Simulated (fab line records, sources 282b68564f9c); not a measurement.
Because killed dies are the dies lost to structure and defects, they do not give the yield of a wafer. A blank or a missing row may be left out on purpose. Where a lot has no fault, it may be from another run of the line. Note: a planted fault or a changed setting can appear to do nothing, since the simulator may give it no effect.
fab line records + flow rit_cmos
[record]
- lots = 14
- wafers = 42
- last_day = 7
route steps=202 shown M1@190
lots with no fault: from the same line, run without faults
start_h: start of the lot's first displayed wafer, in hours after the record's first day + wait_h: hours elapsed since this lot's preceding step + " identical to the entry in the row above + L1.1+2: one row covering several wafers at once + - no value, or no start was given + * or withheld: withheld + < > ~ a bound
route shown NAME@n: NAME is a module with steps in the file, n the number in the route of the first one + usual: average and standard deviation across the fault-free wafers + same: alike in all rows + chamber/n: place in a boat + sites: each site's reading + _std_site: the standard deviation of these + _edge_site: outer sites' mean less inner sites' + radius_mm: for every site, how far away it sits from the centre of the wafer + mask NAME#n: copy n + behind: the tool/chamber that last shaped the wafer + hold: why the lot went on hold/how many hours it stayed there/how the hold came to an end + device: whichever transistor did not switch (one of n, p or np) + end of line: the tests these same wafers got at the end of their route + for a step that has no rows: nothing shown but its recipe + killed: at the first sort, the dies lost to defects and structure; wafer yield is something else + map: per-die view of a wafer (x killed, . not killed, _ where there is no die)
set.NAME: the setting the step ran with; set.NAME@STEP: the setting that earlier step ran with + model.NAME: the simulator's own value behind a step, which no gauge read
the route's steps for a sample of lots (tables are steps, rows are wafers)
services: from which hour (start_h, from the record's first day; less than 0 if before it) a tool's chamber was out of use, for how many hours, and why
[[steps]]
[step RIT_M1_EXPOSE_06]
[recipe]
- mask_id = M12
- na = 0.6
- source_shape = conventional
- sigma_outer = 0.5
- target_cd_nm = 2600
- dose_mj = 250
[usual]
- focus_offset_nm = 0.1/0.57
| lot.wafer | tool             | chamber | start_h | wait_h | mask  | focus_offset_nm |
|-----------|------------------|---------|---------|--------|-------|-----------------|
| L668.1    | iline_stepper-02 | 0       | 54.49   | 0.1    | M12#0 | -0.3            |
| L668.2    | "                | 0       | "       | "      | M12#0 | 0.5             |
| L668.5    | "                | 0       | "       | "      | M12#0 | -0.2            |
| L669.2    | iline_stepper-01 | 0       | 60.66   | 0.2    | M12#0 | -0.5            |
| L669.5    | "                | 0       | "       | "      | M12#0 | 0.3             |
| L669.6    | "                | 0       | "       | "      | M12#0 | 0.1             |
| L670.1    | iline_stepper-01 | 0       | 68.26   | 0.1    | M12#0 | -0.3            |
| L670.4    | "                | 0       | "       | "      | M12#0 | 0.2             |
| L670.5    | "                | 0       | "       | "      | M12#0 | -0.4            |
| L671.1    | iline_stepper-02 | 0       | 70.47   | 0.2    | M12#0 | 0.8             |
| L671.5    | "                | 0       | "       | "      | M12#0 | -0.1            |
| L671.6    | "                | 0       | "       | "      | M12#0 | -0.6            |
| L673.1    | iline_stepper-02 | 0       | 79.63   | 0.1    | M12#0 | 0.3             |
| L673.2    | "                | 0       | "       | "      | M12#0 | 0.3             |
| L673.4    | "                | 0       | "       | "      | M12#0 | 1.2             |
| L674.3    | iline_stepper-02 | 0       | 86.03   | 0.1    | M12#0 | -0.4            |
| L674.4    | "                | 0       | "       | "      | M12#0 | 0.2             |
| L674.6    | "                | 0       | "       | "      | M12#0 | -0.6            |
| L675.1    | iline_stepper-02 | 0       | 94.74   | 0.1    | M12#0 | -0.2            |
| L675.2    | "                | 0       | "       | "      | M12#0 | -0.4            |
| L675.5    | "                | 0       | "       | "      | M12#0 | -0.8            |
| L677.1    | iline_stepper-01 | 0       | 100.28  | 0.1    | M12#0 | 0.4             |
| L677.2    | "                | 0       | "       | "      | M12#0 | 0.1             |
| L677.4    | "                | 0       | "       | "      | M12#0 | -0.8            |
| L678.1    | iline_stepper-01 | 0       | 104.65  | 0.1    | M12#0 | -0.3            |
| L678.4    | "                | 0       | "       | "      | M12#0 | -0.5            |
| L678.6    | "                | 0       | "       | "      | M12#0 | 0.1             |
| L679.1    | iline_stepper-01 | 0       | 110.58  | 0.1    | M12#0 | 0.2             |
| L679.4    | "                | 0       | "       | "      | M12#0 | 0.6             |
| L679.6    | "                | 0       | "       | "      | M12#0 | 0.6             |
| L680.1    | iline_stepper-01 | 0       | 118.44  | 0.1    | M12#0 | 1.0             |
| L680.2    | "                | 0       | "       | "      | M12#0 | 0.5             |
| L680.4    | "                | 0       | "       | "      | M12#0 | 0.3             |
| L681.2    | iline_stepper-01 | 0       | 124.83  | 0.1    | M12#0 | 0.5             |
| L681.3    | "                | 0       | "       | "      | M12#0 | -0.7            |
| L681.5    | "                | 0       | "       | "      | M12#0 | -0.6            |
| L688.1    | iline_stepper-02 | 0       | 159.11  | 0.3    | M12#0 | 0.1             |
| L688.2    | "                | 0       | "       | "      | M12#0 | -1.2            |
| L688.3    | "                | 0       | "       | "      | M12#0 | 0.0             |
| L689.4    | iline_stepper-02 | 0       | 161.56  | 0.1    | M12#0 | 0.2             |
| L689.5    | "                | 0       | "       | "      | M12#0 | -0.2            |
| L689.6    | "                | 0       | "       | "      | M12#0 | -0.3            |
[step RIT_M1_OVL_MEAS_10]
[usual]
- M1_OVL = 1.0/1.4
| lot.wafer | tool       | chamber | start_h | wait_h | M1_OVL[nm] |
|-----------|------------|---------|---------|--------|------------|
| L668.1    | overlay-01 | -       | 55.04   | 0.1    | 1.2        |
| L668.2    | "          | -       | "       | "      | 3.0        |
| L668.5    | "          | -       | "       | "      | 4.6        |
| L669.2    | overlay-01 | -       | 61.20   | 0.1    | -0.6       |
| L669.5    | "          | -       | "       | "      | -0.9       |
| L669.6    | "          | -       | "       | "      | -2.1       |
| L670.1    | overlay-01 | -       | 68.84   | 0.1    | -0.8       |
| L670.4    | "          | -       | "       | "      | -2.1       |
| L670.5    | "          | -       | "       | "      | 0.3        |
| L671.1    | overlay-01 | -       | 71.02   | 0.1    | 3.4        |
| L671.5    | "          | -       | "       | "      | 2.3        |
| L671.6    | "          | -       | "       | "      | 1.4        |
| L673.1    | overlay-02 | -       | 80.18   | 0.1    | 1.4        |
| L673.2    | "          | -       | "       | "      | 0.1        |
| L673.4    | "          | -       | "       | "      | 0.5        |
| L674.3    | overlay-01 | -       | 86.55   | 0.1    | 1.4        |
| L674.4    | "          | -       | "       | "      | 0.5        |
| L674.6    | "          | -       | "       | "      | 2.5        |
| L675.1    | overlay-01 | -       | 95.29   | 0.1    | 2.0        |
| L675.2    | "          | -       | "       | "      | 0.6        |
| L675.5    | "          | -       | "       | "      | 1.2        |
| L677.1    | overlay-02 | -       | 100.83  | 0.1    | 1.9        |
| L677.2    | "          | -       | "       | "      | 1.6        |
| L677.4    | "          | -       | "       | "      | -1.7       |
| L678.1    | overlay-01 | -       | 105.21  | 0.1    | 0.2        |
| L678.4    | "          | -       | "       | "      | -0.8       |
| L678.6    | "          | -       | "       | "      | 1.7        |
| L679.1    | overlay-02 | -       | 111.13  | 0.1    | 1.3        |
| L679.4    | "          | -       | "       | "      | 2.5        |
| L679.6    | "          | -       | "       | "      | 2.6        |
| L680.1    | overlay-02 | -       | 119.05  | 0.1    | 1.9        |
| L680.2    | "          | -       | "       | "      | 1.2        |
| L680.4    | "          | -       | "       | "      | 1.8        |
| L681.2    | overlay-02 | -       | 125.40  | 0.1    | 1.6        |
| L681.3    | "          | -       | "       | "      | 1.7        |
| L681.5    | "          | -       | "       | "      | 1.3        |
| L688.1    | overlay-02 | -       | 159.66  | 0.1    | 362.0      |
| L688.2    | "          | -       | "       | "      | 361.5      |
| L688.3    | "          | -       | "       | "      | 364.0      |
| L689.4    | overlay-02 | -       | 162.07  | 0.1    | 361.4      |
| L689.5    | "          | -       | "       | "      | 362.3      |
| L689.6    | "          | -       | "       | "      | 361.2      |
[step RIT_M1_PROBE_99]
[usual]
- defect_limited_yield = 97.3/1.2
- killed_at_M0_to_M3 = 0.1/0.34
- killed_at_contacts = 0.1/0.26
- killed_at_front_end = 7/3.1
- killed_dies = 7/3.1
- killed_open = 3.5/1.9
- killed_short = 3.4/2.1
[same]
- gross_dies = 264
- killed_at_M4_up = 0
- killed_at_back_side = 0
- killed_at_other = 0
| lot.wafer | tool      | chamber | start_h | wait_h | defect_limited_yield[%] | killed_at_M0_to_M3 | killed_at_contacts | killed_at_front_end | killed_dies | killed_open | killed_short |
|-----------|-----------|---------|---------|--------|-------------------------|--------------------|--------------------|---------------------|-------------|-------------|--------------|
| L668.1    | prober-01 | -       | 58.45   | 0.1    | 97.7                    | 0                  | 0                  | 6                   | 6           | 4           | 2            |
| L668.2    | prober-01 | -       | 58.50   | 0.1    | 97.3                    | 0                  | 0                  | 7                   | 7           | 2           | 5            |
| L668.5    | prober-01 | -       | 58.65   | 0.2    | 97.3                    | 0                  | 0                  | 7                   | 7           | 4           | 3            |
| L669.2    | prober-01 | -       | 63.79   | 0.1    | 95.5                    | 2                  | 0                  | 10                  | 12          | 4           | 6            |
| L669.5    | prober-01 | -       | 63.94   | 0.2    | 97.3                    | 0                  | 0                  | 7                   | 7           | 3           | 4            |
| L669.6    | prober-01 | -       | 63.99   | 0.2    | 98.1                    | 3                  | 0                  | 2                   | 5           | 1           | 1            |
| L670.1    | prober-02 | -       | 72.77   | 0.1    | 94.7                    | 0                  | 0                  | 14                  | 14          | 5           | 9            |
| L670.4    | prober-02 | -       | 72.92   | 0.2    | 95.5                    | 0                  | 0                  | 12                  | 12          | 7           | 5            |
| L670.5    | prober-02 | -       | 72.97   | 0.2    | 99.2                    | 0                  | 0                  | 2                   | 2           | 0           | 1            |
| L671.1    | prober-01 | -       | 74.27   | 0.1    | 97.7                    | 0                  | 0                  | 6                   | 6           | 2           | 4            |
| L671.5    | prober-01 | -       | 74.47   | 0.2    | 98.1                    | 0                  | 0                  | 5                   | 5           | 4           | 1            |
| L671.6    | prober-01 | -       | 74.52   | 0.2    | 97.0                    | 0                  | 0                  | 8                   | 8           | 2           | 6            |
| L673.1    | prober-01 | -       | 83.67   | 0.1    | 98.9                    | 0                  | 0                  | 3                   | 3           | 1           | 2            |
| L673.2    | prober-01 | -       | 83.72   | 0.1    | 98.1                    | 0                  | 0                  | 5                   | 5           | 2           | 3            |
| L673.4    | prober-01 | -       | 83.82   | 0.2    | 98.1                    | 0                  | 0                  | 5                   | 5           | 3           | 2            |
| L674.3    | prober-02 | -       | 89.20   | 0.2    | 94.3                    | 0                  | 0                  | 15                  | 15          | 7           | 8            |
| L674.4    | prober-02 | -       | 89.25   | 0.2    | 96.6                    | 0                  | 0                  | 9                   | 9           | 6           | 3            |
| L674.6    | prober-02 | -       | 89.35   | 0.2    | 97.0                    | 0                  | 0                  | 8                   | 8           | 4           | 4            |
| L675.1    | prober-01 | -       | 98.85   | 0.1    | 97.7                    | 0                  | 0                  | 6                   | 6           | 4           | 2            |
| L675.2    | prober-01 | -       | 98.90   | 0.1    | 95.5                    | 0                  | 0                  | 12                  | 12          | 3           | 9            |
| L675.5    | prober-01 | -       | 99.05   | 0.2    | 98.1                    | 0                  | 0                  | 5                   | 5           | 4           | 1            |
| L677.1    | prober-01 | -       | 106.17  | 0.1    | 95.5                    | 0                  | 0                  | 12                  | 12          | 9           | 3            |
| L677.2    | prober-01 | -       | 106.22  | 0.1    | 96.6                    | 0                  | 0                  | 9                   | 9           | 3           | 6            |
| L677.4    | prober-01 | -       | 106.32  | 0.2    | 98.1                    | 0                  | 0                  | 5                   | 5           | 2           | 3            |
| L678.1    | prober-02 | -       | 107.92  | 0.1    | 98.9                    | 0                  | 0                  | 3                   | 3           | 1           | 2            |
| L678.4    | prober-02 | -       | 108.07  | 0.2    | 97.3                    | 0                  | 0                  | 7                   | 7           | 3           | 4            |
| L678.6    | prober-02 | -       | 108.17  | 0.2    | 97.7                    | 0                  | 0                  | 6                   | 6           | 3           | 3            |
| L679.1    | prober-01 | -       | 114.86  | 0.1    | 96.6                    | 0                  | 0                  | 9                   | 9           | 6           | 3            |
| L679.4    | prober-01 | -       | 115.01  | 0.2    | 96.2                    | 0                  | 0                  | 10                  | 10          | 5           | 5            |
| L679.6    | prober-01 | -       | 115.11  | 0.2    | 99.2                    | 0                  | 0                  | 2                   | 2           | 0           | 2            |
| L680.1    | prober-02 | -       | 121.97  | 0.1    | 97.3                    | 0                  | 0                  | 7                   | 7           | 4           | 3            |
| L680.2    | prober-02 | -       | 122.02  | 0.1    | 98.1                    | 0                  | 1                  | 4                   | 5           | 1           | 4            |
| L680.4    | prober-02 | -       | 122.12  | 0.2    | 98.9                    | 0                  | 0                  | 3                   | 3           | 2           | 1            |
| L681.2    | prober-01 | -       | 128.15  | 0.1    | 99.2                    | 0                  | 0                  | 2                   | 2           | 2           | 0            |
| L681.3    | prober-01 | -       | 128.20  | 0.2    | 97.3                    | 0                  | 0                  | 7                   | 7           | 4           | 3            |
| L681.5    | prober-01 | -       | 128.30  | 0.2    | 97.7                    | 0                  | 0                  | 6                   | 6           | 2           | 4            |
| L688.1    | prober-02 | -       | 162.20  | 0.1    | 96.6                    | 0                  | 0                  | 9                   | 9           | 6           | 3            |
| L688.2    | prober-02 | -       | 162.25  | 0.1    | 97.0                    | 0                  | 2                  | 6                   | 8           | 4           | 4            |
| L688.3    | prober-02 | -       | 162.30  | 0.2    | 96.2                    | 0                  | 0                  | 10                  | 10          | 6           | 4            |
| L689.4    | prober-01 | -       | 164.91  | 0.2    | 99.2                    | 0                  | 0                  | 2                   | 2           | 1           | 1            |
| L689.5    | prober-01 | -       | 164.96  | 0.2    | 96.2                    | 0                  | 0                  | 10                  | 10          | 7           | 3            |
| L689.6    | prober-01 | -       | 165.01  | 0.2    | 98.1                    | 0                  | 0                  | 5                   | 5           | 2           | 3            |
// killed by level:class
L668.1 FOX1:geometric_particle:open=2 REOX:geometric_particle:short=2 FOX2:geometric_particle:open=1 REOX:geometric_particle:open=1
L668.2 SPACER:geometric_particle:short=3 GATE:geometric_particle:short=2 GATE:geometric_particle:open=1 SPACER:geometric_particle:open=1
L668.5 SPACER:geometric_particle:open=2 FOX1:geometric_particle:short=1 GATE:geometric_particle:open=1 GATE:geometric_particle:short=1 REOX:geometric_particle:open=1 SPACER:geometric_particle:short=1
L669.2 GATE:geometric_particle:short=3 FOX1:geometric_particle:open=2 SPACER:geometric_particle:open=2 SILICIDE:geometric_particle:short=2 M1:coat_microbubble_printed=2 REOX:geometric_particle:short=1
L669.5 SPACER:geometric_particle:open=2 FOX1:geometric_particle:short=1 FOX2:geometric_particle:open=1 FOX2:geometric_particle:short=1 GATE:geometric_particle:short=1 SILICIDE:geometric_particle:short=1
L669.6 M1:coat_microbubble_printed=3 GATE:geometric_particle:short=1 SILICIDE:geometric_particle:open=1
L670.1 SILICIDE:geometric_particle:short=3 GATE:geometric_particle:open=2 GATE:geometric_particle:short=2 REOX:geometric_particle:short=2 SILICIDE:geometric_particle:open=2 FOX1:geometric_particle:short=1 FOX2:geometric_particle:open=1 SPACER:geometric_particle:short=1
L670.4 GATE:geometric_particle:short=3 GATE:geometric_particle:open=3 FOX1:geometric_particle:short=1 FOX1:geometric_particle:open=1 FOX2:geometric_particle:open=1 REOX:geometric_particle:open=1 SPACER:geometric_particle:short=1 SILICIDE:geometric_particle:open=1
L670.5 SILICIDE:geometric_particle:short=1 PWELL:coat_microbubble_printed=1
L671.1 FOX1:geometric_particle:short=1 FOX2:geometric_particle:short=1 GATE:geometric_particle:short=1 REOX:geometric_particle:open=1 SPACER:geometric_particle:open=1 SPACER:geometric_particle:short=1
L671.5 SILICIDE:geometric_particle:open=2 FOX2:geometric_particle:short=1 GATE:geometric_particle:open=1 SPACER:geometric_particle:open=1
L671.6 GATE:geometric_particle:short=3 FOX2:geometric_particle:open=1 FOX2:geometric_particle:short=1 REOX:geometric_particle:short=1 SPACER:geometric_particle:open=1 SPACER:geometric_particle:short=1
L673.1 FOX1:geometric_particle:short=1 FOX2:geometric_particle:open=1 GATE:geometric_particle:short=1
L673.2 GATE:geometric_particle:short=2 REOX:geometric_particle:open=1 SPACER:geometric_particle:short=1 SILICIDE:geometric_particle:open=1
L673.4 GATE:geometric_particle:short=1 GATE:geometric_particle:open=1 REOX:geometric_particle:short=1 REOX:geometric_particle:open=1 SPACER:geometric_particle:open=1
L674.3 GATE:geometric_particle:short=5 FOX1:geometric_particle:open=4 FOX2:geometric_particle:open=2 FOX2:geometric_particle:short=1 REOX:geometric_particle:short=1 SPACER:geometric_particle:short=1 SILICIDE:geometric_particle:open=1
L674.4 FOX1:geometric_particle:open=3 FOX1:geometric_particle:short=1 FOX2:geometric_particle:open=1 FOX2:geometric_particle:short=1 REOX:geometric_particle:short=1 REOX:geometric_particle:open=1 SILICIDE:geometric_particle:open=1
L674.6 FOX1:geometric_particle:open=2 REOX:geometric_particle:short=2 FOX1:geometric_particle:short=1 FOX2:geometric_particle:short=1 FOX2:geometric_particle:open=1 GATE:geometric_particle:open=1
L675.1 FOX1:geometric_particle:open=2 FOX2:geometric_particle:short=2 FOX2:geometric_particle:open=1 SILICIDE:geometric_particle:open=1
L675.2 FOX1:geometric_particle:short=3 SPACER:geometric_particle:short=3 GATE:geometric_particle:short=2 FOX2:geometric_particle:open=1 FOX2:geometric_particle:short=1 GATE:geometric_particle:open=1 SILICIDE:geometric_particle:open=1
L675.5 FOX1:geometric_particle:open=2 GATE:geometric_particle:open=2 GATE:geometric_particle:short=1
L677.1 GATE:geometric_particle:open=3 SPACER:geometric_particle:open=3 FOX1:geometric_particle:open=2 GATE:geometric_particle:short=2 FOX2:geometric_particle:open=1 SILICIDE:geometric_particle:short=1
L677.2 SILICIDE:geometric_particle:short=2 FOX1:geometric_particle:open=1 FOX2:geometric_particle:short=1 GATE:geometric_particle:short=1 GATE:geometric_particle:open=1 REOX:geometric_particle:short=1 SPACER:geometric_particle:open=1 SPACER:geometric_particle:short=1
L677.4 SPACER:geometric_particle:short=2 FOX1:geometric_particle:short=1 REOX:geometric_particle:open=1 SPACER:geometric_particle:open=1
L678.1 FOX1:geometric_particle:short=1 GATE:geometric_particle:open=1 SPACER:geometric_particle:short=1
L678.4 REOX:geometric_particle:short=2 FOX1:geometric_particle:short=1 FOX2:geometric_particle:open=1 GATE:geometric_particle:open=1 SPACER:geometric_particle:short=1 SILICIDE:geometric_particle:open=1
L678.6 GATE:geometric_particle:short=2 SPACER:geometric_particle:open=2 GATE:geometric_particle:open=1 SPACER:geometric_particle:short=1
L679.1 REOX:geometric_particle:open=3 FOX1:geometric_particle:open=1 GATE:geometric_particle:short=1 GATE:geometric_particle:open=1 REOX:geometric_particle:short=1 SPACER:geometric_particle:open=1 SILICIDE:geometric_particle:short=1
L679.4 REOX:geometric_particle:open=2 REOX:geometric_particle:short=2 FOX1:geometric_particle:short=1 FOX1:geometric_particle:open=1 GATE:geometric_particle:short=1 SPACER:geometric_particle:open=1 SILICIDE:geometric_particle:short=1 SILICIDE:geometric_particle:open=1
L679.6 GATE:geometric_particle:short=1 REOX:geometric_particle:short=1
L680.1 FOX1:geometric_particle:open=2 FOX2:geometric_particle:short=2 FOX2:geometric_particle:open=1 GATE:geometric_particle:open=1 SPACER:geometric_particle:short=1
L680.2 REOX:geometric_particle:short=2 GATE:geometric_particle:open=1 SILICIDE:geometric_particle:short=1 CONTACT:geometric_particle:short=1
L680.4 SPACER:geometric_particle:open=1 FOX1:geometric_particle:short=1 GATE:geometric_particle:open=1
L681.2 FOX2:geometric_particle:open=1 GATE:geometric_particle:open=1
L681.3 GATE:geometric_particle:short=2 GATE:geometric_particle:open=2 FOX2:geometric_particle:open=1 SPACER:geometric_particle:short=1 SILICIDE:geometric_particle:open=1
L681.5 FOX1:geometric_particle:short=2 FOX1:geometric_particle:open=1 GATE:geometric_particle:open=1 SPACER:geometric_particle:short=1 SILICIDE:geometric_particle:short=1
L688.1 GATE:geometric_particle:open=3 SPACER:geometric_particle:open=2 FOX1:geometric_particle:short=1 FOX2:geometric_particle:open=1 GATE:geometric_particle:short=1 REOX:geometric_particle:short=1
L688.2 GATE:geometric_particle:open=3 FOX1:geometric_particle:short=1 GATE:geometric_particle:short=1 SILICIDE:geometric_particle:short=1 CONTACT:geometric_particle:short=1 CONTACT:geometric_particle:open=1
L688.3 GATE:geometric_particle:short=4 FOX1:geometric_particle:open=2 GATE:geometric_particle:open=2 REOX:geometric_particle:open=1 SPACER:geometric_particle:open=1
L689.4 GATE:geometric_particle:short=1 GATE:geometric_particle:open=1
L689.5 REOX:geometric_particle:open=3 GATE:geometric_particle:open=2 FOX1:geometric_particle:open=1 FOX2:geometric_particle:short=1 SPACER:geometric_particle:open=1 SPACER:geometric_particle:short=1 SILICIDE:geometric_particle:short=1
L689.6 FOX1:geometric_particle:short=1 GATE:geometric_particle:open=1 REOX:geometric_particle:short=1 SPACER:geometric_particle:open=1 SILICIDE:geometric_particle:short=1
[[services]]
| tool             | chamber | start_h | hours | kind                    |
|------------------|---------|---------|-------|-------------------------|
| iline_stepper-02 | -       | 88.26   | 3.6   | repair                  |
| iline_stepper-01 | 0       | 95.17   | -     | calibration             |
| iline_stepper-02 | -       | 113.33  | 2.4   | repair                  |
| iline_stepper-02 | -       | 134.87  | 2.1   | pm                      |
| iline_stepper-02 | -       | 136.95  | -     | consumable_replace:lamp |
| iline_stepper-01 | -       | 157.58  | 1.7   | pm                      |
| iline_stepper-01 | -       | 160.63  | 6.0   | repair                  |
[[key]]
[first_sign]
- step = RIT_M1_OVL_MEAS_10
- reading = M1_OVL
- direction = up
- sigmas = 99+
- usual = 1.0
- struck = 362.1
effect none on later readings
met_at RIT_M1_EXPOSE_06
struck_lots L688,L689
onset_between 94.74 159.11
also_fits time
[fault]
- kind = scanner_matching_overlay
- tool = iline_stepper-02
- chamber = -
- onset_h = 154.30
- steps = RIT_M1_EXPOSE_06
- offset = 360
